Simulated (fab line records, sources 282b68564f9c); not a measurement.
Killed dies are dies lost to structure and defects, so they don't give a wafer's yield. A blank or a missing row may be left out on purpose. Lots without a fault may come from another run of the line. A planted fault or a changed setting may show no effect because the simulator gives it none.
Problem report in the 8D (eight disciplines) form, filled by code | flow rit_cmos | the parts of the form that need people (team, actions taken, sign-off) are left out

1. THE PROBLEM
ACTIVE_OXIDE_THK at RIT_ACTIVE_THK_MEAS_02 reads a mean of 61.1 nm on 6 wafers of 2 lots; wafers without a fault read 46.6 nm with a standard deviation of 0.81. That is +18 standard deviations from the usual mean.
First seen on wafer L640.3, day 3 09:25, on film_metro-03. The record holds 42 wafers of 14 lots with a number at this step. Rule for "out", or "out of limits": more than 4 standard deviations from the usual mean. The other wafers with a number count as sound.

2. WHAT IT IS AND WHAT IT IS NOT
question                    | is                           | is not
which readings at this step | ACTIVE_OXIDE_THK             | -
which lots                  | L640, L641                   | L631, L632, L633, L634, L638, L643, L645, L647, L649, L651, L652, L654
which wafers of those lots  | all that have a number       | -
read on which gauges        | film_metro-03, film_metro-04 | film_metro-02
when                        | from day 3 09:25             | up to then (15 sound wafers); but 21 sound wafers of L643, L645, L647, L649, L651, L652, L654 came after

3. SUSPECTS, AND WHAT RULES EACH OUT
Counting: a tool at a process step up to the reading stays a suspect if it ran every lot that is out and no sound lot after the first of them.
- the gauge at RIT_ACTIVE_THK_MEAS_02: ruled out. The wafers that are out were read on 2 gauges (film_metro-03, film_metro-04).
- furnace-01 at RIT_ACTIVE_OXIDATION_01 (target thk 46.8 nm, ox time 3360 s): kept. It ran every lot that is out, first L640 (day 3 07:28), and no sound lot after that; its last sound lot up to then is L632 (day 1 15:07).
Left after counting: furnace-01 at RIT_ACTIVE_OXIDATION_01.

4. THE CAUSE (what the simulator had put in)
Process parameter drift: furnace-01, from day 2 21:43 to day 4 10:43, at RIT_ACTIVE_OXIDATION_01. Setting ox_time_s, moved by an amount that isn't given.
Counting left only this tool.

5. THE CHAIN OF EFFECTS, in route order
Each row: a reading whose mean over the struck wafers that have a number lies more than 3 standard deviations from the usual. Only readings for which the record gives a usual standard deviation are gone through. hours: the time from each lot's start at the first step in this table that gives one to its start at this step, as a median over the lots. sigmas: the change in usual standard deviations.
hours | step                   | reading          | usual   | on struck wafers | change | sigmas
0     | RIT_ACTIVE_THK_MEAS_02 | ACTIVE_OXIDE_THK | 46.6 nm | 61.1             | +14.5  | +18

6. WHAT WOULD HAVE CAUGHT IT SOONER
In this record the first reading out of limits at a measuring or inspecting step was taken at day 3 09:25, 12 hours after the fault began at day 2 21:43.
Of the tool readings at RIT_ACTIVE_OXIDATION_01 for which the record gives a usual standard deviation, none was out on any struck wafer, so an alarm limit of 4 standard deviations on them would not have fired.
Of the lots that are out (2), L641 began RIT_ACTIVE_OXIDATION_01 on furnace-01 after day 3 09:25. A hold on the tool at that time would have spared it.
